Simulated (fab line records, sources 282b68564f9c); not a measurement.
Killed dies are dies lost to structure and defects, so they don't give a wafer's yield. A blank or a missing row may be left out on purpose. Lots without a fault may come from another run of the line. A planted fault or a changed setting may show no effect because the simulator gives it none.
Which tool did it? | flow rit_cmos | 14 lots, 42 wafers sampled, at 2 steps of a route of 202

WHAT THE GAUGES READ, wafer by wafer
RIT_CONTACT_THK_MEAS_01.
lot  | measured    | on            | CONTACT_TEOS_THK (nm)
L582 | day 3 17:31 | film_metro-01 | 401 406 405
L583 | day 3 20:14 | film_metro-02 | 396 407 408
L584 | day 3 20:42 | film_metro-01 | 396 401 401
L585 | day 4 01:20 | film_metro-01 | 399 404 404
L589 | day 5 00:18 | film_metro-04 | 404 351 357
L590 | day 5 06:50 | film_metro-01 | 398 400 403
L592 | day 5 13:04 | film_metro-04 | 342 395 399
L596 | day 6 08:36 | film_metro-02 | 386 392 404
L597 | day 6 14:10 | film_metro-02 | 392 402 400
L599 | day 6 22:35 | film_metro-01 | 395 388 397
L600 | day 7 05:55 | film_metro-01 | 403 394 402
L602 | day 7 08:55 | film_metro-01 | 399 402 405
L603 | day 7 17:28 | film_metro-02 | 404 407 404
L605 | day 8 03:47 | film_metro-04 | 405 400 398

WHICH TOOL RAN EACH LOT (tool, then ch and the chambers of the sampled wafers, then the start)
lot  | RIT_CONTACT_CVD_00
L582 | pecvd-02 ch 0,1,2, day 3 17:27
L583 | pecvd-01 ch 0,1, day 3 20:10
L584 | pecvd-03 ch 1,2, day 3 20:38
L585 | pecvd-02 ch 0,1,2, day 4 01:17
L589 | pecvd-01 ch 0,2, day 5 00:15
L590 | pecvd-02 ch 1,2, day 5 06:47
L592 | pecvd-01 ch 1,2, day 5 12:59
L596 | pecvd-03 ch 0,1,2, day 6 08:33
L597 | pecvd-02 ch 1,2, day 6 14:07
L599 | pecvd-03 ch 0,1, day 6 22:31
L600 | pecvd-02 ch 0,1, day 7 05:51
L602 | pecvd-03 ch 0,1,2, day 7 08:50
L603 | pecvd-02 ch 0,1,2, day 7 17:24
L605 | pecvd-03 ch 0,1,2, day 8 03:44
- RIT_CONTACT_CVD_00: deposits SiO2 from TEOS, target thk 400 nm, time 61 s.

WHAT THE TOOLS THEMSELVES READ (means of the sampled wafers that have a number; where no wafer has one, the mark that the record gives instead)
RIT_CONTACT_CVD_00.
lot  | tool     | heater_power_w (W) | susceptor_temp_C (C)
L582 | pecvd-02 | 298                | 389.95
L583 | pecvd-01 | 276                | 389.83
L584 | pecvd-03 | 311                | 389.83
L585 | pecvd-02 | 314                | 389.91
L589 | pecvd-01 | 379                | 389.98
L590 | pecvd-02 | 311                | 390.01
L592 | pecvd-01 | 300                | 390.18
L596 | pecvd-03 | 301                | 390.02
L597 | pecvd-02 | 290                | 390.02
L599 | pecvd-03 | 262                | 389.90
L600 | pecvd-02 | 309                | 390.19
L602 | pecvd-03 | 310                | 390.15
L603 | pecvd-02 | 310                | 389.97
L605 | pecvd-03 | 317                | 389.90

THE ANSWER, worked out from the rows above alone
Rule: what is usual is taken from the lots themselves. Put in order of their means at a reading, lots are off if they are a third of the lots or fewer, leave a main group of 4 or more, and stand apart from it by a gap of 3 or more times the standard deviation of the main group's means; of several such gaps the widest counts. A main group whose means are all the same, to the digits that the tables above print for the reading, isn't used. A lot without any number at a reading at which 4 lots or more have one is off too. The other lots that the step has rows for count as sound. The gauges are gone through in route order, then the tools' own readings, and for those a lot's mean is taken as printed above. The first step at which some lot is off is used, and at that step the reading that is off furthest; a lot without a number counts as furthest.
Off: L589, L592, at RIT_CONTACT_THK_MEAS_01 (CONTACT_TEOS_THK). The main group: mean 400 nm, standard deviation 3.5.
A tool fits if, at a process step before that reading, it ran every lot that is off, and no sound lot after the first of them. The gauges at RIT_CONTACT_THK_MEAS_01 are tried like those tools. One fits: pecvd-01 at RIT_CONTACT_CVD_00. Its last sound lot is L583 (day 3 20:10), its first lot that is off L589 (day 5 00:15): a fault that began between those two fits.

WHAT THE SIMULATOR HAD PUT IN
Site profile drift: pecvd-01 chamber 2, from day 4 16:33 on, at RIT_CONTACT_CVD_00. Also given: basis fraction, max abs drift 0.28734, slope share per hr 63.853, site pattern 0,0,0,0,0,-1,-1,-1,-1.
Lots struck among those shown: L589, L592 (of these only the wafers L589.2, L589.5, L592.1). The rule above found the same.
